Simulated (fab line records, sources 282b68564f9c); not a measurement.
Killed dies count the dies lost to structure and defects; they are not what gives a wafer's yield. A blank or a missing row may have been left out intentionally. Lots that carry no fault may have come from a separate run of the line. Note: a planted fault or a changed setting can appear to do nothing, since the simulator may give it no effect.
Chamber matching | flow rit cmos | rie diel-03 running RIT_SPACER_ETCHBACK_05: 4 sister chambers
The step etches Si3N4 in SF6/CHF3, stops on SiO2, target depth 250 nm, time 240 s. 4 wafers are shown with their chamber, then 7 later ones without.

## EACH WAFER AND ITS CHAMBER
wafer  | chamber | throttle valve pct (%)
L899.5 | 2       | 10.43
L900.3 | 0       | 10.44
L900.4 | 1       | 10.21
L900.6 | 3       | 10.32

## WAFERS WITHOUT THEIR CHAMBER
wafer  | throttle valve pct (%)
L902.1 | 10.21
L902.4 | 10.42
L902.5 | 10.21
L905.2 | 10.21
L905.4 | 10.45
L908.2 | 10.41
L908.6 | 10.42

## EACH ONE'S CHAMBER
wafer  | from the rows above     | in truth
L902.1 | 1                       | 1
L902.4 | can't be placed: 2 or 0 | 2
L902.5 | 1                       | 1
L905.2 | 1                       | 1
L905.4 | can't be placed: 0 or 2 | 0
L908.2 | can't be placed: 2 or 0 | 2
L908.6 | can't be placed: 2 or 0 | 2
3 of 7 placed correctly. These rows do not allow placing 4 (true chamber among the candidates in 4). Placed wrongly: 0.
How it was worked out, from the rows above alone: a wafer's distance from a chamber is the root of the sum, over the readings, of the square of ((its reading less the chamber's mean) divided by the reading's scatter). If the next closest chamber is less than 2 further off than the closest, the wafer can't be placed; otherwise it belongs to the closest. The mean given for a chamber averages the wafers shown for that chamber. The scatter (one wafer shown for each chamber): square how far every hidden wafer sits from the nearest shown wafer, average those squares and take the square root.
